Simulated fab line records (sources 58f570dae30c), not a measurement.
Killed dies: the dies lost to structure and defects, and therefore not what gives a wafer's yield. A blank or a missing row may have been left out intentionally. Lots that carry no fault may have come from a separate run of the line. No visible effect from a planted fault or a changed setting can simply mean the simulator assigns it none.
The tool behind it: which one? | flow berkeley cmos170 | 14 lots (42 wafers sampled), 1 step of a 331-step route

WHAT THE GAUGES READ, wafer by wafer
Not one reading of a measure or inspect step in the record can be checked against a usual standard deviation.

EACH LOT AND THE TOOL THAT RAN IT (in order: tool; ch and the chambers of the sampled wafers; start)
lot  | UCB170_ZERO_PEB_04
L808 | litho track-01 ch 0, day 2 04:04
L810 | litho track-02 ch 0, day 2 14:44
L812 | litho track-03 ch 0, day 3 00:26
L814 | litho track-01 ch 0, day 3 09:18
L815 | litho track-03 ch 0, day 3 09:32
L817 | litho track-02 ch 0, day 3 19:55
L820 | litho track-02, day 4 15:13
L821 | litho track-03, day 4 15:47
L822 | litho track-03 ch 0, day 4 19:25
L825 | litho track-03 ch 0, day 5 13:37
L827 | litho track-02 ch 0, day 6 02:30
L828 | litho track-01 ch 0, day 6 07:55
L829 | litho track-01 ch 0, day 6 13:12
L830 | litho track-03 ch 0, day 6 18:56
- UCB170_ZERO_PEB_04

AS READ BY THE TOOLS THEMSELVES (means over the sampled wafers that have a number; for cases with no such wafer, the mark the record gives instead)
UCB170_ZERO_PEB_04. Usual: chill plate temp C 22.99 C, standard deviation 0.11; exhaust pa 45.0 Pa, standard deviation 0.86.
lot  | tool           | chill plate temp C (C) | exhaust pa (Pa) | flag
L808 | litho track-01 | 22.96                  | 45.1            |
L810 | litho track-02 | 22.87                  | 45.3            |
L812 | litho track-03 | 22.82                  | 44.9            |
L814 | litho track-01 | 23.13                  | 45.5            |
L815 | litho track-03 | 23.03                  | 45.2            |
L817 | litho track-02 | 22.93                  | 45.1            |
L820 | litho track-02 | -                      | -               | OFF
L821 | litho track-03 | -                      | -               | OFF
L822 | litho track-03 | 22.95                  | 45.6            |
L825 | litho track-03 | 23.09                  | 43.5            |
L827 | litho track-02 | 23.10                  | 44.8            |
L828 | litho track-01 | 23.11                  | 44.5            |
L829 | litho track-01 | 22.96                  | 44.7            |
L830 | litho track-03 | 23.09                  | 45.2            |

THE ANSWER, worked out from the rows above alone
Rule: a lot counts as off when the mean over its wafers that have a number is more than 3 standard deviations away from the usual mean. A lot without any number at a reading at which 4 lots or more have one is off too. All remaining lots with rows at the step are treated as sound. The gauges are gone through in route order, then the tools' own readings, and for those a lot's mean is taken as printed above. The first step at which some lot is off is used, and at that step the reading that is off furthest; a lot without a number counts as furthest.
Off at UCB170_ZERO_PEB_04 (chill plate temp C): L820, L821. Without a number there: L820, L821.
A tool fits if, at that step or a process step before it, it ran every lot that is off, and no sound lot after the first of them. No candidate that was tried fits.

WHAT THE SIMULATOR HAD PUT IN
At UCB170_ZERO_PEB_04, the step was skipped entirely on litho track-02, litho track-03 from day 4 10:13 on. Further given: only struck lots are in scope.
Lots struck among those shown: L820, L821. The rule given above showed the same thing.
